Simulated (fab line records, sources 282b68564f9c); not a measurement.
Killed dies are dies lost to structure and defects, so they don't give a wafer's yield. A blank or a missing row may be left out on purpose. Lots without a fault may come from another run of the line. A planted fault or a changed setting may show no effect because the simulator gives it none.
Split-lot experiment | flow rit_cmos | 5 lots, 23 wafers read, on a route of 202 steps

THE SPLIT
At RIT_ACTIVE_CVD_03 (deposits Si3N4 from SiH2Cl2/NH3, target thk 150 nm, time 1500 s), the setting pressure_mtorr was moved away from the recipe's 300 mTorr on 15 of the 23 wafers read, by -14.3% to +12.1%. The other wafers ran this setting at the recipe's value.

The file shows no step between the split and the reading.

THE READING
ACTIVE_NITRIDE_THK, in nm, at RIT_ACTIVE_THK_MEAS_04. Fault-free wafers of this fab line usually give 150.1 nm, standard deviation 1.6 nm.

wafer  | tool, chamber at the split | pressure_mtorr as run, mTorr | against the recipe | ACTIVE_NITRIDE_THK, nm | against lot-mates on the recipe
L074.1 | -, -                       | 257                          | -14.3%             | 144.3                  | no lot-mate on the recipe
L074.2 | -, -                       | 257                          | -14.3%             | 145.8                  | no lot-mate on the recipe
L074.3 | -, -                       | 257                          | -14.3%             | 143.7                  | no lot-mate on the recipe
L074.5 | -, -                       | 257                          | -14.3%             | 145.0                  | no lot-mate on the recipe
L074.6 | -, -                       | 257                          | -14.3%             | 145.3                  | no lot-mate on the recipe
L075.1 | -, -                       | 300                          | recipe             | 151.1                  | -
L075.2 | -, -                       | 300                          | recipe             | 150.3                  | -
L075.3 | -, -                       | 300                          | recipe             | 150.8                  | -
L075.5 | -, -                       | 300                          | recipe             | 152.3                  | -
L075.6 | -, -                       | 300                          | recipe             | 151.6                  | -
L077.1 | -, -                       | 336.4                        | +12.1%             | 154.6                  | no lot-mate on the recipe
L077.2 | -, -                       | 336.4                        | +12.1%             | 154.5                  | no lot-mate on the recipe
L077.3 | -, -                       | 336.4                        | +12.1%             | 154.6                  | no lot-mate on the recipe
L077.4 | -, -                       | 336.4                        | +12.1%             | 155.3                  | no lot-mate on the recipe
L077.5 | -, -                       | 336.4                        | +12.1%             | 154.4                  | no lot-mate on the recipe
L083.1 | lpcvd-01, 1                | 300                          | recipe             | 151.8                  | -
L083.4 | lpcvd-01, 1                | 300                          | recipe             | 149.9                  | -
L083.5 | lpcvd-01, 1                | 300                          | recipe             | 151.6                  | -
L085.1 | -, -                       | 324.1                        | +8.0%              | 154.8                  | no lot-mate on the recipe
L085.2 | -, -                       | 324.1                        | +8.0%              | 153.7                  | no lot-mate on the recipe
L085.4 | -, -                       | 324.1                        | +8.0%              | 154.5                  | no lot-mate on the recipe
L085.5 | -, -                       | 324.1                        | +8.0%              | 155.5                  | no lot-mate on the recipe
L085.6 | -, -                       | 324.1                        | +8.0%              | 155.3                  | no lot-mate on the recipe

THE FIT
A straight line over all 23 wafers: ACTIVE_NITRIDE_THK changes by +0.394 nm for each +1% of pressure_mtorr; r = +0.97; the points scatter about the line by 0.94 nm.
Too few moved wafers have a lot-mate on the recipe to fit a line with each lot's own level taken away.

THE WHOLE CHAIN: every reading that the file lists as answering this split, in the file's order
step                   | what it does                                                        | reading                                                                        | change (the file's fit)               | r (the file's)
RIT_ACTIVE_CVD_03      | deposits Si3N4 from SiH2Cl2/NH3, target thk 150 nm, time 1500 s     | Si3N4_of_ACTIVE_CVD_03.thk_nm (the simulator's own value, which no gauge read) | +0.392 nm for each +1% of the setting | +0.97
RIT_ACTIVE_THK_MEAS_04 |                                                                     | ACTIVE_NITRIDE_THK                                                             | +0.393 for each +1% of the setting    | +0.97
RIT_ACTIVE_ETCH_13     | etches Si3N4 in SF6, stops on SiO2, time 210 s, target depth 210 nm | ACTIVE.feature_depth_nm (the simulator's own value, which no gauge read)       | +0.403 nm for each +1% of the setting | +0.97
RIT_ACTIVE_ETCH_13     | etches Si3N4 in SF6, stops on SiO2, time 210 s, target depth 210 nm | etch.depth_nm (the simulator's own value, which no gauge read)                 | +0.392 nm for each +1% of the setting | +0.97
RIT_FOX2_OXIDATION_00  | target thk 350.7 nm, ox time 1130 s                                 | Si3N4_of_ACTIVE_CVD_03.thk_nm (the simulator's own value, which no gauge read) | +0.419 nm for each +1% of the setting | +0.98

THE FILE'S OWN FIT
ACTIVE_NITRIDE_THK changes by +0.393 nm for each +1% of pressure_mtorr, r = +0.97.
